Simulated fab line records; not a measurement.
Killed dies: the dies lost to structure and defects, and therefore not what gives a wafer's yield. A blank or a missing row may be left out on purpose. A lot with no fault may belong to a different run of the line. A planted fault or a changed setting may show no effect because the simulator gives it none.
Which tool was responsible?	flow rit-cmos	39 wafers from 13 lots sampled at 4 of the route's 202 steps

== WHAT THE GAUGES SHOWED, per wafer ==
RIT_M1_THK_MEAS_02: measures by xrf.
lot	measured	on	M1_AL_THK (nm)
L222	day 3 05:50	film-metro-04	383 376 381
L223	day 3 12:28	film-metro-04	381 382 377
L224	day 3 17:16	film-metro-04	380 384 383
L225	day 4 00:38	film-metro-03	393 391 385
L226	day 4 02:35	film-metro-04	375 380 378
L227	day 4 06:04	film-metro-01	384 381 382
L228	day 4 14:55	film-metro-01	378 385 377
L229	day 4 21:23	film-metro-04	377 383 374
L230	day 5 02:31	film-metro-04	392 378 389
L231	day 5 05:01	film-metro-03	373 380 376
L232	day 5 09:49	film-metro-04	379 373 377
L242	day 7 11:19	film-metro-04	379 379 378
L244	day 7 19:49	film-metro-04	373 379 379

RIT_M1_CD_MEAS_90 targets a cd of 2600 nm.
lot	measured	on	cd-nm (nm)
L222	day 3 07:49	cd-sem-02	2604 2601 2600
L223	day 3 14:30	cd-sem-01	2593 2594 2601
L224	day 3 19:18	cd-sem-02	2600 2598 2600
L225	day 4 02:31	cd-sem-01	2600 2604 2597
L226	day 4 05:02	cd-sem-01	2602 2599 2598
L227	day 4 08:15	cd-sem-01	2601 2598 2599
L228	day 4 16:49	cd-sem-02	2603 2602 2601
L229	day 4 23:40	cd-sem-01	2599 2599 2597
L230	day 5 04:31	cd-sem-01	2603 2603 2603
L231	day 5 06:59	cd-sem-01	2605 2603 2602
L232	day 5 11:50	cd-sem-01	2598 2602 2602
L242	day 7 13:17	cd-sem-01	2607 2604 2600
L244	day 7 21:40	cd-sem-02	2599 2601 2602

== WHAT TOOL EACH LOT RAN ON (gives the tool, then ch and the chambers of the sampled wafers, and finally the start) ==
lot	RIT_PRETRO_STRIP_09	RIT_NSD_COAT_01
L222	plasma-asher-03 ch 0,1, day 2 08:37	litho-track-03 ch 0, day 2 22:50
L223	plasma-asher-02 ch 0,1, day 2 14:57	litho-track-03 ch 0, day 3 05:35
L224	plasma-asher-04 ch 0,1, day 2 19:06	litho-track-03 ch 0, day 3 10:07
L225	plasma-asher-02 ch 0,1, day 2 22:54	litho-track-01 ch 0, day 3 17:18
L226	plasma-asher-02 ch 0,1, day 3 02:55	litho-track-03 ch 0, day 3 19:36
L227	plasma-asher-03 ch 0,1, day 3 08:28	litho-track-01 ch 0, day 3 22:40
L228	plasma-asher-02 ch 0,1, day 3 16:19	litho-track-01 ch 0, day 4 07:26
L229	plasma-asher-03 ch 0,1, day 3 19:30	litho-track-03 ch 0, day 4 14:21
L230	plasma-asher-02 ch 0,1, day 4 03:22	litho-track-01 ch 0, day 4 19:31
L231	plasma-asher-03 ch 0,1, day 4 06:26	litho-track-01 ch 0, day 4 22:08
L232	plasma-asher-03 ch 0,1, day 4 10:38	litho-track-01 ch 0, day 5 02:29
L242	plasma-asher-04 ch 0,1, day 6 13:46	litho-track-04 ch 0, day 7 04:14
L244	plasma-asher-02 ch 1, day 6 22:05	litho-track-04 ch 0, day 7 12:47
- RIT_PRETRO_STRIP_09: strips in O2, time 180 s.
- RIT_NSD_COAT_01: resist thk 1000 nm.

== WHAT THE TOOLS THEMSELVES READ (means of the sampled wafers that have a number; where no wafer has one, the mark that the record gives instead) ==
RIT_PRETRO_STRIP_09.
lot	tool	drypump-motor-current-A (A)
L222	plasma-asher-03	5.6
L223	plasma-asher-02	6.3
L224	plasma-asher-04	5.6
L225	plasma-asher-02	6.0
L226	plasma-asher-02	6.3
L227	plasma-asher-03	5.7
L228	plasma-asher-02	6.1
L229	plasma-asher-03	5.7
L230	plasma-asher-02	6.3
L231	plasma-asher-03	5.7
L232	plasma-asher-03	5.6
L242	plasma-asher-04	5.5
L244	plasma-asher-02	5.8

RIT_NSD_COAT_01.
lot	tool	spin-speed-rpm (rpm)
L222	litho-track-03	3248.4
L223	litho-track-03	3250.7
L224	litho-track-03	3249.3
L225	litho-track-01	3249.4
L226	litho-track-03	3250.6
L227	litho-track-01	3252.3
L228	litho-track-01	3251.6
L229	litho-track-03	3248.8
L230	litho-track-01	3245.8
L231	litho-track-01	3250.2
L232	litho-track-01	3253.0
L242	litho-track-04	3437.3
L244	litho-track-04	3440.2

== THE ANSWER, worked out from the rows above alone ==
Rule: usual is defined by the lots themselves. Put in order of their means at a reading, lots are off if they are a third of the lots or fewer, leave a main group of 4 or more, and stand apart from it by a gap of 3 or more times the standard deviation of the main group's means; of several such gaps the widest counts. The tables above print the reading to a certain number of digits; a main group whose means all agree to those digits is not used. Also off: a lot with no number at a reading for which 4 or more lots have one. Any other lot the step has rows for is counted as sound. After the gauges, taken in route order, come the tools' own readings; for these a lot's mean is taken, as printed above. The first step at which some lot is off is used, and at that step the reading that is off furthest; a lot without a number counts as furthest.
Off, at RIT_NSD_COAT_01 on spin-speed-rpm: L242, L244. Main group: mean 3250.0 rpm, sd 1.9.
A tool fits if, at that step or a process step before it, it ran every lot that is off, and no sound lot after the first of them. One candidate fits, namely litho-track-04 at RIT_NSD_COAT_01. It ran no sound lot before its first lot that is off in this sample, so the start can't be narrowed down.
On the lots that are off, the tool's own readings at RIT_NSD_COAT_01 differ by more than 5 times the standard deviation of the sound lots' means, which bears it out; spin-speed-rpm reads 3438.8 rpm there versus 3250.0 rpm on the sound lots.

== WHAT THE SIMULATOR PUT IN ==
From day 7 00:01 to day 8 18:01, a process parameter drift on litho-track-04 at RIT_NSD_COAT_01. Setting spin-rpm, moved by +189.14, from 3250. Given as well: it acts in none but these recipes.
Lots struck among those shown: L242, L244. Same finding as the rule above.
